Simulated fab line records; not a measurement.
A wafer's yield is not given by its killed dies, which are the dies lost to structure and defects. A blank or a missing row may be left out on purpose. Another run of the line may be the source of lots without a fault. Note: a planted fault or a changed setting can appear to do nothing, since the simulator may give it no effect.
fab line records -- flow ritCmos
record: lots: 15, wafers: 45, lastDay: 7
route steps=202 shown ACTIVE@11 M1@202
lots with no fault: from the same line, run without faults
startH: the number of hours between the record's first day and the start of the first shown wafer of the lot -- waitH: hours from the lot's prior step to this one -- " as in the row above -- L1.1+2: one row covering several wafers at once -- - no value, or no start was given -- * or withheld: withheld -- < > ~ a bound
route shown NAME@n: names a module that has steps shown in the file, with the first one's number in the route -- usual: mean and standard deviation over wafers with no fault -- same: alike in all rows -- chamber/n: place in a boat -- sites: the reading at each site -- _std_site: the values' standard deviation -- _edge_site: the outer-site mean with the inner-site mean subtracted -- radiusMm: how far each site lies from the wafer's centre -- mask NAME#n: copy n -- behind: tool/chamber where the wafer was last shaped -- hold: why the lot went on hold/how many hours it stayed there/how the hold came to an end -- device: the transistor (n, p or np) that didn't switch -- end of line: the same wafers' tests at the end of the route -- a step without rows: its recipe alone -- killed: dies that structure and defects cost at the first sort, which is not the same as the wafer's yield -- map: the dies of a wafer, with x for killed, . for not killed, _ for no die there
set.NAME: setting as actually run; set.NAME@STEP: the setting as run at that earlier step -- model.NAME: the simulator's own value behind a step, which no gauge read
a sample of lots followed through the steps of the route, with each step as a table and each wafer as a row
== steps ==
step: RIT_ACTIVE_DEVELOP_10
recipe: resist: NOVOLAK, developTimeS: 50, devTempC: 23
usual: developerTempC: 23.01/0.095
lot.wafer,tool,chamber,startH,waitH,developerTempC
L505.3,lithoTrack-02,0,19,-,22.97
L505.5,lithoTrack-02,0,19,-,23.06
L505.6,lithoTrack-02,0,19,-,23.02
L507.1,lithoTrack-02,0,30,-,23.06
L507.2,lithoTrack-02,0,30,-,23.07
L507.6,lithoTrack-02,0,30,-,23.04
L510.2,lithoTrack-03,0,45,-,23.00
L510.3,lithoTrack-03,0,45,-,23.06
L510.5,lithoTrack-03,0,45,-,23.05
L511.2,lithoTrack-02,0,49,-,23.17
L511.3,lithoTrack-02,0,49,-,23.01
L511.6,lithoTrack-02,0,49,-,23.10
L512.1,lithoTrack-03,0,55,-,22.93
L512.2,lithoTrack-03,0,55,-,22.83
L512.4,lithoTrack-03,0,55,-,23.01
L513.2,lithoTrack-03,0,60,-,23.25
L513.3,lithoTrack-03,0,60,-,22.96
L513.5,lithoTrack-03,0,60,-,23.15
L514.1,lithoTrack-02,0,64,-,23.11
L514.4,lithoTrack-02,0,64,-,23.02
L514.5,lithoTrack-02,0,64,-,22.91
L516.2,lithoTrack-02,0,74,-,23.08
L516.3,lithoTrack-02,0,74,-,23.01
L516.6,lithoTrack-02,0,74,-,22.83
L517.1,lithoTrack-02,0,79,-,23.08
L517.4,lithoTrack-02,0,79,-,23.14
L517.6,lithoTrack-02,0,79,-,22.93
L518.3,lithoTrack-02,0,84,-,22.87
L518.5,lithoTrack-02,0,84,-,22.95
L518.6,lithoTrack-02,0,84,-,22.94
L519.1,lithoTrack-04,0,89,-,23.07
L519.3,lithoTrack-04,0,89,-,23.00
L519.4,lithoTrack-04,0,89,-,23.06
L520.4,lithoTrack-02,0,94,-,25.30
L520.5,lithoTrack-02,0,94,-,25.28
L520.6,lithoTrack-02,0,94,-,25.20
L521.1,lithoTrack-02,0,99,-,25.40
L521.3,lithoTrack-02,0,99,-,25.49
L521.4,lithoTrack-02,0,99,-,25.33
L522.2,lithoTrack-02,0,104,-,25.26
L522.4,lithoTrack-02,0,104,-,25.16
L522.6,lithoTrack-02,0,104,-,25.21
L527.4,lithoTrack-04,0,131,-,22.85
L527.5,lithoTrack-04,0,131,-,22.91
L527.6,lithoTrack-04,0,131,-,22.91
step: RIT_ACTIVE_CD_MEAS_11
recipe: targetCdNm: 1400
usual: cdNm: 1400.4/2.3
lot.wafer,tool,chamber,startH,waitH,cdNm
L505.3,cdSem-02,-,19.60,-,1398.8
L505.5,cdSem-02,-,19.60,-,1400.6
L505.6,cdSem-02,-,19.60,-,1398.9
L507.1,cdSem-01,-,30.18,-,1400.4
L507.2,cdSem-01,-,30.18,-,1400.3
L507.6,cdSem-01,-,30.18,-,1401.7
L510.2,cdSem-01,-,45.20,-,1398.1
L510.3,cdSem-01,-,45.20,-,1399.2
L510.5,cdSem-01,-,45.20,-,1396.4
L511.2,cdSem-01,-,49.61,-,1402.5
L511.3,cdSem-01,-,49.61,-,1404.0
L511.6,cdSem-01,-,49.61,-,1401.1
L512.1,cdSem-01,-,55.65,-,1398.5
L512.2,cdSem-01,-,55.65,-,1398.6
L512.4,cdSem-01,-,55.65,-,1400.2
L513.2,cdSem-02,-,60.54,-,1401.6
L513.3,cdSem-02,-,60.54,-,1403.7
L513.5,cdSem-02,-,60.54,-,1404.6
L514.1,cdSem-01,-,64.44,-,1399.6
L514.4,cdSem-01,-,64.44,-,1398.2
L514.5,cdSem-01,-,64.44,-,1399.5
L516.2,cdSem-02,-,74.46,-,1402.7
L516.3,cdSem-02,-,74.46,-,1402.5
L516.6,cdSem-02,-,74.46,-,1402.2
L517.1,cdSem-02,-,79.66,-,1401.6
L517.4,cdSem-02,-,79.66,-,1401.9
L517.6,cdSem-02,-,79.66,-,1402.0
L518.3,cdSem-01,-,84.60,-,1400.6
L518.5,cdSem-01,-,84.60,-,1397.2
L518.6,cdSem-01,-,84.60,-,1399.5
L519.1,cdSem-01,-,89.44,-,1401.1
L519.3,cdSem-01,-,89.44,-,1401.6
L519.4,cdSem-01,-,89.44,-,1401.7
L520.4,cdSem-02,-,94.50,-,1407.8
L520.5,cdSem-02,-,94.50,-,1406.4
L520.6,cdSem-02,-,94.50,-,1407.4
L521.1,cdSem-02,-,99.56,-,1406.6
L521.3,cdSem-02,-,99.56,-,1408.7
L521.4,cdSem-02,-,99.56,-,1405.6
L522.2,cdSem-01,-,104.58,-,1408.9
L522.4,cdSem-01,-,104.58,-,1408.0
L522.6,cdSem-01,-,104.58,-,1409.9
L527.4,cdSem-02,-,131.32,-,1403.1
L527.5,cdSem-02,-,131.32,-,1400.4
L527.6,cdSem-02,-,131.32,-,1401.0
step: RIT_M1_PROBE_99
usual: killed_at_M0_to_M3: 0.0/0.083, killedAtContacts: 0.1/0.25, killedAtFrontEnd: 7.1/2.9, killedDies: 7.2/2.9, killedOpen: 3.6/1.9, killedShort: 3.5/1.9
same: grossDies: 264, killed_at_M4_up: 0, killedAtBackSide: 0, killedAtOther: 0
lot.wafer,tool,chamber,startH,waitH,killed_at_M0_to_M3,killedAtContacts,killedAtFrontEnd,killedDies,killedOpen,killedShort
L511.2,prober-01,-,91.58,0.1,0,0,3,3,3,0
L511.3,prober-01,-,91.63,0.2,0,0,6,6,4,2
L511.6,prober-01,-,91.78,0.2,0,0,9,9,5,4
L512.1,prober-01,-,98.12,0.1,0,0,5,5,4,1
L512.2,prober-01,-,98.17,0.1,0,0,2,2,1,1
L512.4,prober-01,-,98.27,0.2,0,0,4,4,0,4
L513.2,prober-02,-,102.50,0.1,0,0,7,7,4,3
L513.3,prober-02,-,102.55,0.2,0,0,5,5,3,2
L513.5,prober-02,-,102.65,0.2,0,0,4,4,3,1
L516.2,prober-01,-,117.61,0.1,0,0,5,5,4,1
L516.3,prober-01,-,117.66,0.2,0,0,5,5,2,3
L516.6,prober-01,-,117.81,0.2,0,0,4,4,0,4
L517.1,prober-02,-,125.62,0.1,0,0,8,8,5,3
L517.4,prober-02,-,125.77,0.2,0,0,12,12,7,5
L517.6,prober-02,-,125.87,0.2,0,0,4,4,2,2
L518.3,prober-01,-,130.47,0.2,0,0,9,9,7,2
L518.5,prober-01,-,130.57,0.2,0,0,4,4,0,4
L518.6,prober-01,-,130.62,0.2,0,0,6,6,3,3
L519.1,prober-02,-,138.00,0.1,0,0,12,12,6,6
L519.3,prober-02,-,138.10,0.2,0,0,10,10,5,5
L519.4,prober-02,-,138.15,0.2,0,0,11,11,5,6
killed by level:class
L511.2 SPACER:geometricParticle:open=2 REOX:geometricParticle:open=1
L511.3 FOX1:geometricParticle:short=1 GATE:geometricParticle:open=1 GATE:geometricParticle:short=1 REOX:geometricParticle:open=1 SPACER:geometricParticle:open=1 SILICIDE:geometricParticle:open=1
L511.6 GATE:geometricParticle:short=3 GATE:geometricParticle:open=2 FOX1:geometricParticle:open=1 REOX:geometricParticle:open=1 SPACER:geometricParticle:short=1 SILICIDE:geometricParticle:open=1
L512.1 SPACER:geometricParticle:open=2 FOX1:geometricParticle:short=1 FOX1:geometricParticle:open=1 GATE:geometricParticle:open=1
L512.2 FOX1:geometricParticle:open=1 SPACER:geometricParticle:short=1
L512.4 SPACER:geometricParticle:short=2 FOX1:geometricParticle:short=1 GATE:geometricParticle:short=1
L513.2 GATE:geometricParticle:open=2 FOX2:geometricParticle:short=1 GATE:geometricParticle:short=1 REOX:geometricParticle:short=1 SPACER:geometricParticle:open=1 SILICIDE:geometricParticle:open=1
L513.3 REOX:geometricParticle:short=2 FOX1:geometricParticle:open=1 GATE:geometricParticle:open=1 REOX:geometricParticle:open=1
L513.5 FOX1:geometricParticle:open=1 GATE:geometricParticle:open=1 REOX:geometricParticle:open=1 SILICIDE:geometricParticle:short=1
L516.2 FOX2:geometricParticle:open=2 GATE:geometricParticle:open=2 GATE:geometricParticle:short=1
L516.3 REOX:geometricParticle:short=2 GATE:geometricParticle:short=1 GATE:geometricParticle:open=1 REOX:geometricParticle:open=1
L516.6 REOX:geometricParticle:short=2 GATE:geometricParticle:short=1 SILICIDE:geometricParticle:short=1
L517.1 FOX2:geometricParticle:open=2 GATE:geometricParticle:short=2 GATE:geometricParticle:open=1 REOX:geometricParticle:open=1 SPACER:geometricParticle:open=1 SILICIDE:geometricParticle:short=1
L517.4 SILICIDE:geometricParticle:short=3 GATE:geometricParticle:short=2 GATE:geometricParticle:open=2 SPACER:geometricParticle:open=2 SILICIDE:geometricParticle:open=2 FOX1:geometricParticle:open=1
L517.6 FOX1:geometricParticle:open=2 GATE:geometricParticle:short=1 SILICIDE:geometricParticle:short=1
L518.3 FOX1:geometricParticle:open=4 FOX1:geometricParticle:short=2 GATE:geometricParticle:open=2 SILICIDE:geometricParticle:open=1
L518.5 REOX:geometricParticle:short=3 GATE:geometricParticle:short=1
L518.6 FOX2:geometricParticle:open=2 FOX1:geometricParticle:short=1 GATE:geometricParticle:short=1 SPACER:geometricParticle:short=1 SPACER:geometricParticle:open=1
L519.1 REOX:geometricParticle:short=3 FOX2:geometricParticle:open=2 SPACER:geometricParticle:open=2 FOX1:geometricParticle:short=1 FOX1:geometricParticle:open=1 SPACER:geometricParticle:short=1 SILICIDE:geometricParticle:short=1 SILICIDE:geometricParticle:open=1
L519.3 REOX:geometricParticle:short=3 REOX:geometricParticle:open=3 GATE:geometricParticle:short=2 FOX1:geometricParticle:open=1 GATE:geometricParticle:open=1
L519.4 GATE:geometricParticle:short=3 REOX:geometricParticle:open=2 FOX1:geometricParticle:short=1 FOX2:geometricParticle:open=1 GATE:geometricParticle:open=1 REOX:geometricParticle:short=1 SPACER:geometricParticle:short=1 SPACER:geometricParticle:open=1
== key ==
firstSign: step: RIT_ACTIVE_DEVELOP_10, reading: developerTempC, direction: up, sigmas: 24, usual: *, struck: *
effect: step: RIT_ACTIVE_CD_MEAS_11, reading: cdNm, direction: up, sigmas: 3.1, usual: 1400.4, struck: 1407.7, through: controlLoop
metAt RIT_ACTIVE_DEVELOP_10
struckLots L520,L521,L522
testerLeftOut L520,L521,L522
loopTrim: step: RIT_ACTIVE_EXPOSE_08, setting: dose, lots: L522
onsetBetween 84 94
fault: kind: processParameterDrift, tool: lithoTrack-02, chamber: -, onsetH: 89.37, steps: RIT_ACTIVE_DEVELOP_10, channel: devTempC, offset: *, shape: step, endH: 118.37, actsIn: *, stated: *
testerLeftOut: of these lots the tester's yield and bins aren't shown, on N5 and GAA mostly nor the transistor test; their killed dies are dies lost to structure and defects alone, not to doping, threshold or leakage, so they don't give the yield
loopTrim: a control loop set the setting to another value than it would have without faults
